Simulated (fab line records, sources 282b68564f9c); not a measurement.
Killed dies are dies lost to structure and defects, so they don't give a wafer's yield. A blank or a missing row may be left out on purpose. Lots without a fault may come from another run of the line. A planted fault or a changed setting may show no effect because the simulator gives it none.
fab line records | flow rit_cmos
record lots=14 wafers=42 last_day=7
route steps=202 shown NWELL@30 PWELL@42 NLDD@112 NSD@140 M1@202
lots that met no fault: from a run of the same line without faults
start_h: hours from the record's first day to the start of the lot's first wafer shown | wait_h: hours since the lot's step before | " the same as in the row above | L1.1+2: a row that stands for several wafers | - no value, or no start given | * or withheld: withheld | < > ~ a bound
route shown NAME@n: a module of which the file shows steps, and the number in the route of the first | usual: mean/standard deviation of fault-free wafers | same: alike in all rows | chamber/n: place in a boat | sites: the reading at each site | _std_site: their standard deviation | _edge_site: outer sites' mean less inner sites' | radius_mm: how far each site lies from the wafer's centre | mask NAME#n: copy n | behind: the tool/chamber that last shaped the wafer | hold: why the lot was held/for how many hours/how that ended | device: the transistor (n, p or np) that didn't switch | end of line: the same wafers' tests at the end of the route | a step without rows: its recipe alone | killed: dies lost to structure and defects at the first sort, not the wafer's yield | map: a wafer's dies, x killed, . not, _ none there
set.NAME: the setting as run; set.NAME@STEP: as run at that earlier step | model.NAME: the simulator's own value behind a step, which no gauge read
steps of the route over a sample of lots; a table a step, a row a wafer
services: from which hour (start_h, from the record's first day; less than 0 if before it) a tool's chamber was out of use, for how many hours, and why
## steps
# step RIT_NWELL_SOFTBAKE_02
# recipe resist=NOVOLAK temp_c=90 time_s=62.78
# usual plate_sensor_t_centre_C=90.970/0.011 plate_sensor_t_edge_C=91.019/0.01
# columns lot.wafer tool chamber start_h wait_h plate_sensor_t_centre_C plate_sensor_t_edge_C
L473.2 litho_track-01 0 21.22 0.1 90.978 91.024
L473.3 " 0 " " 90.959 91.025
L473.6 " 0 " " 90.967 91.004
L475.1 litho_track-02 0 30.73 0.1 90.957 91.041
L475.2 " 0 " " 90.962 91.010
L475.3 " 0 " " 90.983 91.024
L476.2 litho_track-02 0 37.18 0.1 90.969 91.021
L476.3 " 0 " " 90.967 91.012
L476.5 " 0 " " 90.996 91.038
L479.3 litho_track-04 0 57.34 0.1 90.965 91.008
L479.4 " 0 " " 90.967 91.027
L479.6 " 0 " " 90.967 90.999
L483.3 litho_track-01 0 70.14 0.1 90.961 91.017
L483.4 " 0 " " 90.955 91.014
L483.6 " 0 " " 90.967 91.035
L484.1 litho_track-02 0 75.81 0.1 90.939 91.015
L484.2 " 0 " " 90.964 91.008
L484.5 " 0 " " 90.974 91.021
L485.1 litho_track-02 0 81.71 0.1 90.954 91.023
L485.2 " 0 " " 90.972 91.016
L485.6 " 0 " " 90.986 91.017
L486.3 litho_track-02 0 87.23 0.1 90.958 91.015
L486.4 " 0 " " 90.958 91.019
L486.6 " 0 " " 90.984 91.011
L487.3 litho_track-01 0 90.71 0.1 90.939 91.017
L487.5 " 0 " " 90.960 91.002
L487.6 " 0 " " 90.968 91.024
L491.2 litho_track-01 0 112.26 0.1 90.965 91.004
L491.3 " 0 " " 90.962 91.045
L491.5 " 0 " " 90.947 91.006
L493.3 litho_track-02 0 119.74 0.1 90.957 91.007
L493.5 " 0 " " 90.944 91.010
L493.6 " 0 " " 90.960 91.026
L494.4 litho_track-04 0 125.42 0.1 90.969 91.011
L494.5 " 0 " " 90.970 91.024
L494.6 " 0 " " 90.965 91.027
L495.1 litho_track-01 0 131.40 0.1 90.969 91.019
L495.3 " 0 " " 90.977 91.013
L495.6 " 0 " " 90.958 91.011
L496.2 litho_track-04 0 134.65 0.1 90.958 91.025
L496.3 " 0 " " 90.977 91.037
L496.4 " 0 " " 90.966 91.029
# step RIT_PWELL_EXPOSE_03
# recipe mask_id=M3 na=0.57 target_cd_nm=43700 dose_mj=250
# columns lot.wafer tool chamber start_h wait_h mask
L473.2+3+6 iline_stepper-02 0 23.10 0.2 M3#0
L475.1+2+3 iline_stepper-01 0 32.43 0.1 M3#0
L476.2+3+5 iline_stepper-01 0 39.00 0.1 M3#0
L479.3+4+6 iline_stepper-02 0 59.21 0.2 M3#0
L483.3+4+6 iline_stepper-01 0 71.95 0.1 M3#0
L484.1+2+5 iline_stepper-02 0 77.76 0.2 M3#0
L485.1+2+6 iline_stepper-01 0 83.54 0.2 M3#0
L486.3+4+6 iline_stepper-01 0 89.04 0.1 M3#0
L487.3+5+6 iline_stepper-01 0 92.53 0.1 M3#0
L491.2+3+5 iline_stepper-02 0 113.96 0.1 M3#0
L493.3+5+6 iline_stepper-01 0 121.43 0.1 M3#0
L494.4+5+6 iline_stepper-02 0 127.23 0.2 M3#0
L495.1+3+6 iline_stepper-01 0 133.35 0.2 M3#0
L496.2+3+4 iline_stepper-01 0 136.34 0.1 M3#0
# step RIT_PWELL_OVL_MEAS_06
# usual PWELL_OVL=-0.4/1.4
# columns lot.wafer tool chamber start_h wait_h PWELL_OVL[nm]
L473.2 overlay-02 - 23.51 - -0.9
L473.3 " - " " -3.4
L473.6 " - " " -0.8
L475.1 overlay-02 - 32.86 - 0.5
L475.2 " - " " -1.7
L475.3 " - " " -2.4
L476.2 overlay-01 - 39.58 - 0.7
L476.3 " - " " -0.8
L476.5 " - " " 1.1
L479.3 overlay-01 - 59.61 - 0.6
L479.4 " - " " 1.4
L479.6 " - " " 0.7
L483.3 overlay-02 - 72.36 - -1.6
L483.4 " - " " -2.5
L483.6 " - " " -0.4
L484.1 overlay-02 - 78.19 - -2.3
L484.2 " - " " -1.4
L484.5 " - " " 0.1
L485.1 overlay-02 - 83.97 - -0.5
L485.2 " - " " 0.7
L485.6 " - " " 0.0
L486.3 overlay-01 - 89.51 - -0.2
L486.4 " - " " 0.3
L486.6 " - " " 2.1
L487.3 overlay-02 - 93.06 - -0.2
L487.5 " - " " -1.1
L487.6 " - " " 1.1
L491.2 overlay-01 - 114.38 - 240.9
L491.3 " - " " 238.3
L491.5 " - " " 239.6
L493.3 overlay-01 - 121.95 - 1.0
L493.5 " - " " 2.2
L493.6 " - " " 2.1
L494.4 overlay-01 - 127.61 - 239.8
L494.5 " - " " 239.3
L494.6 " - " " 239.9
L495.1 overlay-02 - 133.78 - -0.2
L495.3 " - " " -0.6
L495.6 " - " " 0.7
L496.2 overlay-01 - 136.76 - 0.0
L496.3 " - " " 1.4
L496.4 " - " " 0.8
# step RIT_NLDD_STRIP_09
# recipe chemistry=O2 time_s=180 resist=NOVOLAK platen_temp_c=withheld power_w=500 pressure_mtorr=4000 o2_flow_sccm=4000
# usual drypump_motor_current_A=5.6/0.35
# columns lot.wafer tool chamber start_h wait_h drypump_motor_current_A rf_hours_counter_h
L473.2 plasma_asher-01 1 43.63 0.1 5.5 41
L473.3 " 1 " " 5.6 -
L473.6 " 0 " " 5.9 -
L475.1 plasma_asher-01 0 59.52 0.1 5.9 43
L475.2 " 1 " " 5.6 43
L475.3 " 0 " " 5.9 -
L476.2 plasma_asher-04 1 61.06 0.1 5.3 43
L476.3 " 0 " " 5.6 -
L476.5 " 0 " " 5.6 -
L479.3 plasma_asher-04 0 80.46 0.1 5.6 -
L479.4 " 1 " " 5.3 -
L479.6 " 1 " " 5.3 -
L483.3 plasma_asher-02 1 93.41 0.1 4.9 -
L483.4 " 0 " " 5.8 -
L483.6 " 0 " " 5.8 -
L484.1 plasma_asher-01 1 100.74 0.1 5.6 47
L484.2 " 0 " " 5.9 47
L484.5 " 1 " " 5.5 -
L485.1 plasma_asher-04 1 102.71 0.1 5.3 47
L485.2 " 0 " " 5.6 47
L485.6 " 0 " " 5.6 -
L486.3 plasma_asher-01 1 109.73 0.1 5.5 -
L486.4 " 0 " " 6.0 -
L486.6 " 0 " " 6.0 -
L487.3 plasma_asher-01 0 112.40 0.1 5.9 -
L487.5 " 0 " " 5.9 -
L487.6 " 1 " " 5.6 -
L491.2 plasma_asher-02 0 133.37 0.1 5.9 47
L491.3 " 1 " " 4.9 -
L491.5 " 0 " " 5.9 -
L493.3 plasma_asher-04 0 142.53 0.1 5.6 -
L493.5 " 1 " " 5.2 -
L493.6 " 0 " " 5.6 -
L494.4 plasma_asher-02 0 148.03 0.1 5.9 -
L494.5 " 0 " " 5.9 -
L494.6 " 1 " " 4.9 -
L495.1 plasma_asher-02 0 153.00 0.1 5.9 50
L495.3 " 0 " " 5.9 -
L495.6 " 1 " " 4.9 -
L496.2 plasma_asher-01 0 156.92 0.1 5.9 53
L496.3 " 0 " " 5.9 -
L496.4 " 1 " " 5.5 -
# step RIT_NSD_STRIP_09
# recipe chemistry=O2 time_s=180 resist=NOVOLAK platen_temp_c=withheld power_w=500 pressure_mtorr=4000 o2_flow_sccm=4000
# usual drypump_motor_current_A=5.5/0.46
# columns lot.wafer tool chamber start_h wait_h drypump_motor_current_A rf_hours_counter_h
L473.2 plasma_asher-02 0 50.45 0.1 5.9 38
L473.3 " 0 " " 5.8 -
L473.6 " 0 " " 5.9 -
L476.2 plasma_asher-02 0 67.32 0.1 5.8 39
L476.3 " 0 " " 5.9 -
L476.5 " 0 " " 5.9 -
L475.1 plasma_asher-03 0 67.39 0.1 6.1 26
L475.2 " 1 " " 5.0 26
L475.3 " 0 " " 6.0 -
L479.3 plasma_asher-02 0 85.92 0.1 5.9 -
L479.4 " 1 " " 4.9 -
L479.6 " 0 " " 5.9 -
L483.3 plasma_asher-03 0 99.40 0.1 6.0 -
L483.4 " 1 " " 5.1 -
L483.6 " 1 " " 5.1 -
L484.1 plasma_asher-01 1 106.29 0.1 5.6 48
L484.2 " 0 " " 5.9 48
L484.5 " 0 " " 5.9 -
L485.1 plasma_asher-02 1 109.24 0.1 4.9 44
L485.2 " 0 " " 5.9 44
L485.6 " 0 " " 5.9 -
L486.3 plasma_asher-02 1 115.24 0.1 5.0 -
L486.4 " 0 " " 5.9 -
L486.6 " 1 " " 5.0 -
L487.3 plasma_asher-02 0 117.96 0.1 5.9 -
L487.5 " 0 " " 5.9 -
L487.6 " 1 " " 4.9 -
L491.2 plasma_asher-01 1 138.93 0.1 5.6 52
L491.3 " 1 " " 5.6 -
L491.5 " 0 " " 5.9 -
L493.3 plasma_asher-03 1 148.15 0.1 5.0 -
L493.5 " 0 " " 6.1 -
L493.6 " 1 " " 5.0 -
L494.4 plasma_asher-03 1 153.36 0.1 5.0 -
L494.5 " 1 " " 5.1 -
L494.6 " 0 " " 6.1 -
L495.1 plasma_asher-01 1 158.75 0.1 5.6 54
L495.3 " 0 " " 5.9 -
L495.6 " 1 " " 5.6 -
L496.2 plasma_asher-02 0 162.47 0.1 5.8 51
L496.3 " 0 " " 5.8 -
L496.4 " 1 " " 4.9 -
# step RIT_M1_PROBE_99
# usual killed_at_M0_to_M3=0.0/0.12 killed_at_contacts=0.1/0.29 killed_at_front_end=6/3 killed_dies=7/3.1 killed_open=3.2/1.9 killed_short=3.3/1.9
# same gross_dies=264 killed_at_M4_up=0 killed_at_back_side=0 killed_at_other=0
# columns lot.wafer tool chamber start_h wait_h killed_at_M0_to_M3 killed_at_contacts killed_at_front_end killed_dies killed_open killed_short
L491.2 prober-02 - 148.53 0.1 1 0 10 11 2 9
L491.3 prober-02 - 148.58 0.2 0 0 3 3 1 2
L491.5 prober-02 - 148.68 0.2 0 0 5 5 2 3
# killed by level:class
L491.2 GATE:geometric_particle:short=4 SPACER:geometric_particle:short=2 REOX:geometric_particle:short=1 SPACER:geometric_particle:open=1 SILICIDE:geometric_particle:short=1 SILICIDE:geometric_particle:open=1 M1:geometric_particle:short=1
L491.3 GATE:geometric_particle:short=1 REOX:geometric_particle:open=1 SPACER:geometric_particle:short=1
L491.5 FOX2:geometric_particle:short=1 GATE:geometric_particle:short=1 REOX:geometric_particle:open=1 SPACER:geometric_particle:short=1 SILICIDE:geometric_particle:open=1
## services
# columns tool chamber start_h hours kind
iline_stepper-01 - 18.77 4.3 pm
iline_stepper-01 - 102.86 6.4 repair
iline_stepper-01 0 104.00 - calibration
plasma_asher-04 - 108.75 9.0 pm
plasma_asher-04 0 108.75 9.0 vent_cycle
plasma_asher-04 1 108.75 9.0 vent_cycle
plasma_asher-04 0 117.75 - clean
plasma_asher-04 1 117.75 - clean
iline_stepper-01 - 143.84 4.4 pm
iline_stepper-02 0 146.77 - calibration
iline_stepper-02 - 148.55 1.7 pm
plasma_asher-01 - 150.73 4.3 repair
## key
first_sign step=RIT_PWELL_OVL_MEAS_06 reading=PWELL_OVL direction=up sigmas=99+ usual=-0.4 struck=239.6
effect none on later readings
met_at RIT_PWELL_EXPOSE_03
struck_lots L491,L494
tester_left_out L491,L494
not_acting_at RIT_NWELL_SOFTBAKE_02,RIT_NLDD_STRIP_09,RIT_NSD_STRIP_09
onset_between 77.76 113.96
fault kind=scanner_matching_overlay tool=iline_stepper-02 chamber=- onset_h=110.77 steps=RIT_PWELL_EXPOSE_03 offset=240
# tester_left_out: of these lots the tester's yield and bins aren't shown, on N5 and GAA mostly nor the transistor test; their killed dies are dies lost to structure and defects alone, not to doping, threshold or leakage, so they don't give the yield
